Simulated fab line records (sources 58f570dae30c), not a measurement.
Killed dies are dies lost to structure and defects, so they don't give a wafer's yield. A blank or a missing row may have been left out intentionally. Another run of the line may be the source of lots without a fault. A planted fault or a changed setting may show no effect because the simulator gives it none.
2 desks looking at one fault | flow berkeley cmos170 | numbers are kept per desk, each desk with only its own; the story behind them comes last

THE METROLOGY DESK
Means of the sampled wafers that have a number, per lot and without regard to the tool the lot ran on: this is what the gauges read. Marked OUT: a lot whose mean sits more than 4 standard deviations from the usual mean, which makes it out of limits; the brackets give that distance.
Columns: A = cd nm at UCB170_M2_CD_MEAS_90, usual 701 nm; B = V2_BOW at UCB170_V2_BOW_MEAS_03, usual 36 um
lot  | first seen here | A   | B
L287 | day 7 20:13     | 703 | 37
L289 | day 8 03:16     | 700 | 33
L290 | day 8 09:11     | 702 | 40
L291 | day 8 15:05     | 699 | 34
L292 | day 8 15:37     | 706 | 36
L293 | day 9 03:46     | 707 | 40
L296 | day 9 07:52     | 697 | 32
L297 | day 9 20:19     | 699 | 32
L298 | day 10 01:21    | 705 | 34
L299 | day 10 11:40    | 692 | 46
L300 | day 10 11:46    | 702 | 39
L306 | day 11 08:57    | 705 | 38
L308 | day 12 00:51    | 695 | 33
L310 | day 12 05:58    | 694 | 36
Result from this desk: across the 14 lots, nothing is out of limits.

DESK OF THE TOOL OWNER: rie metal-01
The tool's own readings at UCB170_M2_METAL_ETCH_18 (etches Al in Cl2/BCl3, stops on SiO2, target depth 1170 nm, time 195 s): means of the sampled wafers that have a number, for each lot that ran on this tool. Marked OUT: a lot whose mean sits more than 4 standard deviations from the usual mean, which makes it out of limits; the brackets give that distance.
Columns: A = drypump motor current A at UCB170_M2_METAL_ETCH_18, usual 5.3 A; B = oes product au at UCB170_M2_METAL_ETCH_18, usual 0.845 a.u.; C = throttle valve pct at UCB170_M2_METAL_ETCH_18, usual 24.37 %
lot  | first seen here | A   | B                | C
L287 | day 7 19:55     | 5.3 | 0.844            | 24.36
L292 | day 8 15:21     | 5.5 | 0.840            | 24.43
L298 | day 10 01:04    | 5.3 | 0.841            | 24.37
L306 | day 11 08:41    | 5.5 | 0.822            | 24.43
L308 | day 12 00:28    | 5.1 | 0.772 (-9.1) OUT | 24.34
This desk's finding: out of limits on L308; first on L308, day 12 00:28 (oes product au at UCB170_M2_METAL_ETCH_18). Within limits: L287, L292, L298, L306.

ALL TOGETHER
The tool owner's desk had the chance to raise an alarm at day 12 00:28 on L308.
At the metrology desk, nothing out of limits was observed.
The metrology desk holds a record of L308, inside its limits.
On rie metal-01, each named lot ran UCB170_M2_METAL_ETCH_18.

WHAT WAS PUT IN BY THE SIMULATOR
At UCB170_M2_METAL_ETCH_18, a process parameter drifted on rie metal-01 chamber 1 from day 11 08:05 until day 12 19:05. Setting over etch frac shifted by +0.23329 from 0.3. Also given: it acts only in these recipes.
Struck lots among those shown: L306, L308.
Time in hours from fault onset to the first out-of-limits reading at each desk: the tool owner's desk, 16.
